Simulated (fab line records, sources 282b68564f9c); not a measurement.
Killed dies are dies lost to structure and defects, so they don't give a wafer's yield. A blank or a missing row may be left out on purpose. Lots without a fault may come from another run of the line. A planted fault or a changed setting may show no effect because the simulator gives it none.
A struck lot beside a sound one | flow rit_cmos | 30 steps out of a route of 202
Sound: wafers L740.2, L740.3, L740.5. Struck: wafers L745.2, L745.4, L745.6. The cause comes at the end.
At each step with rows: each side's tool, then ch and its chambers, then its first start. Under that, the readings that differ: sound wafers | struck wafers | difference of the means | sigmas: that difference in standard deviations of wafers without a fault.
alike: readings whose means differ by less than 2 such deviations, and words and numbers that are the same on both sides. not compared: withheld readings, readings that some wafer has no value for, bounds like >300 that may hide the same value, and numbers for which the record gives no deviation and whose values overlap.
The two part at a step that has a row with sigmas, a row that says differs or no value, or rows on one side only. Numbers that don't overlap but have no deviation are shown without sigmas and don't part them. A reading that every wafer of one side lacks parts them only if that side has two wafers or more.

RIT_FOX2_THK_MEAS_01:
  sound on film_metro-02, day 2 20:43; struck on film_metro-02, day 3 20:44
  alike: FOX2_OXIDE_THK
then, 2 steps without rows for these wafers: RIT_FOX2_CLEAN_02 (cleans in dHF, time 180 s); RIT_FOX2_WET_ETCH_03 (etches Si3N4 in H3PO4, target depth 195 nm, time 2700 s).
RIT_FOX2_THK_MEAS_90:
  sound on film_metro-02, day 2 21:39; struck on film_metro-02, day 3 21:41
  alike: FIELD_OXIDE_LEFT_1_THK
then, 6 steps without rows for these wafers: RIT_NWELL_HMDS_00 (prime time 60 s); RIT_NWELL_COAT_01 (resist thk 1300 nm); RIT_NWELL_SOFTBAKE_02 (time 60 s); RIT_NWELL_EXPOSE_03 (exposes mask M2, target cd 43900 nm); RIT_NWELL_PEB_04; RIT_NWELL_DEVELOP_05 (develop time 68 s).
RIT_NWELL_OVL_MEAS_06:
  sound on overlay-01, day 2 22:43; struck on overlay-01, day 3 22:38
  alike: NWELL_OVL
then, 1 step without rows for these wafers: RIT_NWELL_HARDBAKE_07 (time 120 s).
RIT_NWELL_IMPLANT_08:
  sound on implanter-02 ch 0, day 2 23:01; struck on implanter-02 ch 0, day 3 22:56
  reading                          | sound                      | struck                        | difference | sigmas
  beam_on_s (s)                    | 9.96 10.07 10.36           | 11.16 11.25 11.05             | +1.02      | +5
  end_station_pressure_torr (Torr) | 5.07e-06 4.95e-06 5.67e-06 | 5.359e-05 4.944e-05 5.163e-05 | +4.632e-05 | +99 or more
  faraday_current_uA               | 159 157 153                | 143 142 145                   | -13        | -4
RIT_NWELL_STRIP_09: strips in O2, time 180 s.
  sound on plasma_asher-02 ch 0,1, day 2 23:09; struck on plasma_asher-03 ch 0,1, day 3 23:04
  alike: chamber_pressure_mTorr, drypump_motor_current_A, rf_refl_power_W
  not compared: rf_hours_counter_h
RIT_NWELL_TW_MEAS_10:
  sound on film_metro-04, day 2 23:20; struck on film_metro-04, day 3 23:16
  reading  | sound          | struck         | difference | sigmas
  NWELL_TW | 2172 2153 2154 | 2223 2237 2225 | +69        | +5
then, 6 steps without rows for these wafers: RIT_PWELL_HMDS_00 (prime time 60 s); RIT_PWELL_COAT_01 (resist thk 1300 nm); RIT_PWELL_SOFTBAKE_02 (time 60 s); RIT_PWELL_EXPOSE_03 (exposes mask M3, target cd 43700 nm); RIT_PWELL_PEB_04; RIT_PWELL_DEVELOP_05 (develop time 68 s).
RIT_PWELL_OVL_MEAS_06:
  sound on overlay-01, day 3 00:23; struck on overlay-02, day 4 00:12
  alike: PWELL_OVL
then, 2 steps without rows for these wafers: RIT_PWELL_HARDBAKE_07 (time 120 s); RIT_PWELL_IMPLANT_08.
RIT_PWELL_STRIP_09: strips in O2, time 180 s.
  sound on plasma_asher-01 ch 0, day 3 00:49; struck on plasma_asher-03 ch 0,1, day 4 00:38
  alike: chamber_pressure_mTorr, drypump_motor_current_A, rf_refl_power_W
  not compared: rf_hours_counter_h
RIT_PWELL_TW_MEAS_10:
  sound on film_metro-04, day 3 01:01; struck on film_metro-02, day 4 00:49
  reading  | sound       | struck      | difference | sigmas
  PWELL_TW | 959 956 953 | 938 940 945 | -15        | -3
then, 1 step without rows for these wafers: RIT_WELLDRIVE_ANNEAL_00 (time 14700 s).
RIT_WELLDRIVE_RS_MEAS_01: measures by four-point-probe.
  sound on film_metro-03, day 3 06:10; struck on film_metro-02, day 4 05:58
  reading           | sound             | struck            | difference | sigmas
  NWELL_RS (ohm/sq) | 274.3 273.1 273.0 | 257.5 258.8 258.9 | -15.1      | -18
RIT_WELLDRIVE_RS_MEAS_02: measures by four-point-probe.
  sound on film_metro-03, day 3 06:17; struck on film_metro-02, day 4 06:05
  alike: PWELL_RS
RIT_M1_PROBE_99:
  sound on prober-01, day 4 10:49; struck on prober-01, day 5 12:39
  reading                                 | sound               | struck               | difference | sigmas
  model.etest.nwell_pinched.rs_ohm_sq     | 334.9 335.8 326.8   | 308.1 312.4 319.8    | -19.1      |
  model.etest.well_edge_left.line_ohm_um  | 181.8 181.1 178.8   | 169.4 169.4 167.1    | -11.9      |
  model.etest.well_edge_right.line_ohm_um | 180.4 181.2 181.3   | 169.7 166.1 169.1    | -12.7      |
  model.etest.field_p.vt_v (V)            | -13.21 -13.26 -13.2 | -13.43 -13.37 -13.41 | -0.18      |
  model.etest.diode_pplus_nwell.bv_v (V)  | 6.655 6.662 6.553   | 6.349 6.431 6.441    | -0.216     |
  model.etest.vpnp.gain                   | 1.062 1.067 1.018   | 0.9511 0.9563 0.9658 | -0.0913    |
  model.etest.diode_pplus_comb.cj_ff_um2  | 1.994 1.99 2.007    | 2.078 2.081 2.067    | +0.078     |
  alike: killed_at_contacts, killed_at_front_end, killed_dies, killed_open, killed_short
  not compared: model.etest.iso_nwell_nwell.bv_v

WHERE THEY PART
First at RIT_NWELL_IMPLANT_08; last, within this record, at RIT_WELLDRIVE_RS_MEAS_01. Later steps at which nothing parts them and some readings are alike: RIT_WELLDRIVE_RS_MEAS_02, RIT_M1_PROBE_99.

WHY: what the simulator had put in
Process parameter drift: implanter-02, from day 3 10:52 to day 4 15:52, at RIT_NWELL_IMPLANT_08. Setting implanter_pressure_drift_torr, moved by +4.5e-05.
Process parameter drift: implanter-02, from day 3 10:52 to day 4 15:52, at RIT_NWELL_IMPLANT_08. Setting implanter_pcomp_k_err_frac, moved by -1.
